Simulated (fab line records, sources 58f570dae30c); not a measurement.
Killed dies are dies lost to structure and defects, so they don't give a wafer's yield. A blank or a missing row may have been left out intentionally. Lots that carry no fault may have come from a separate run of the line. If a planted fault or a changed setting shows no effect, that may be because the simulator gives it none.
8D (eight disciplines) problem report, filled in by code ; flow berkeley_cmos170 ; the parts of the form that need people (team, actions taken, sign-off) are left out

1. PROBLEM STATEMENT
Wafers without a fault read 120.0 W, standard deviation 0.37; bias_w at UCB170_M3_METAL_ETCH_18 reads a mean of 148.8 W on 2 wafers belonging to 2 lots. That is +78 standard deviations from the usual mean.
The step: etches Al in Cl2/BCl3, stops on SiO2, target depth 1170 nm, time 195 s.
Seen first at day 9 10:49 on rie_metal-03, wafer L911.5. Wafers with a number at this step in the record: 42, from 14 lots. Rule for "out", or "out of limits": more than 4 standard deviations from the usual mean. The other wafers with a number count as sound.

2. WHAT IT IS AND WHAT IT IS NOT
question;is;is not
which readings at this step;bias_w;drypump_motor_current_A, mfc_cl2_sccm, oes_product_au, rf_fwd_power_W, throttle_valve_pct
which lots;L911, L913;L901, L902, L903, L904, L908, L909, L914, L915, L917, L921, L922, L923
which wafers of those lots;L911.5, L913.5;L911.2, L911.6, L913.2, L913.3
read on which tools;rie_metal-03;rie_metal-02, rie_metal-04
when;from day 9 10:49;"up to then (20 sound wafers); but 20 sound wafers of L913, L914, L915, L917, L921, L922, L923 came after"

3. THE SUSPECTS, EACH WITH WHAT RULES IT OUT
Counting: if a tool at a process step up to the reading ran every lot that is out, it stays a suspect. Sound lots after the first of them don't rule it out here, since some wafers of a struck lot are sound.
- rie_metal-03 at UCB170_M3_METAL_ETCH_18 (etches Al in Cl2/BCl3, stops on SiO2, target depth 1170 nm, time 195 s): kept. Every lot that is out went through it, the first being L911 (day 9 10:49); the last sound lot it ran before that was L904 (day 9 04:08). Its own bias_w readings are out on those wafers.
- Within rie_metal-03 at UCB170_M3_METAL_ETCH_18, the wafers that are out were processed in chamber 0 and their sound lot-mates in chamber 1.
Left after counting: rie_metal-03 at UCB170_M3_METAL_ETCH_18.

4. THE CAUSE (what the simulator had put in)
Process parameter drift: rie_metal-03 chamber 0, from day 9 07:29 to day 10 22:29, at UCB170_M3_METAL_ETCH_18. A move of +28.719 in setting bias_w, from 120. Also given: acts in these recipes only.
This tool alone remained once counting was done.

5. THE EFFECT CHAIN, in route order
Each row: a reading whose mean over the struck wafers that have a number lies more than 3 standard deviations from the usual. Only readings whose record carries a usual standard deviation are examined. hours: median over the lots of the time between each lot's start at the first step of this table that gives one and its start at this step. sigmas: the change, counted in usual standard deviations.
hours;step;reading;usual;on struck wafers;change;sigmas
0;UCB170_M3_METAL_ETCH_18;bias_w;120.0 W;148.8;+28.8;+78
0;UCB170_M3_STRIP_19;oes_product_au;0.536 a.u.;0.483;-0.053;-3.3
Process steps it contains:
- UCB170_M3_METAL_ETCH_18: etches Al in Cl2/BCl3, stops on SiO2, target depth 1170 nm, time 195 s.
- UCB170_M3_STRIP_19: strips in O2.
At these later measuring or inspecting steps, every struck wafer for which the step has a row has a number for every such reading, and none has moved that far: UCB170_M3_BOW_MEAS_20.

6. WHAT WOULD HAVE CAUGHT IT SOONER
3 hours passed between the start of the fault at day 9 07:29 and the first reading out of limits in this record, taken at day 9 10:49.
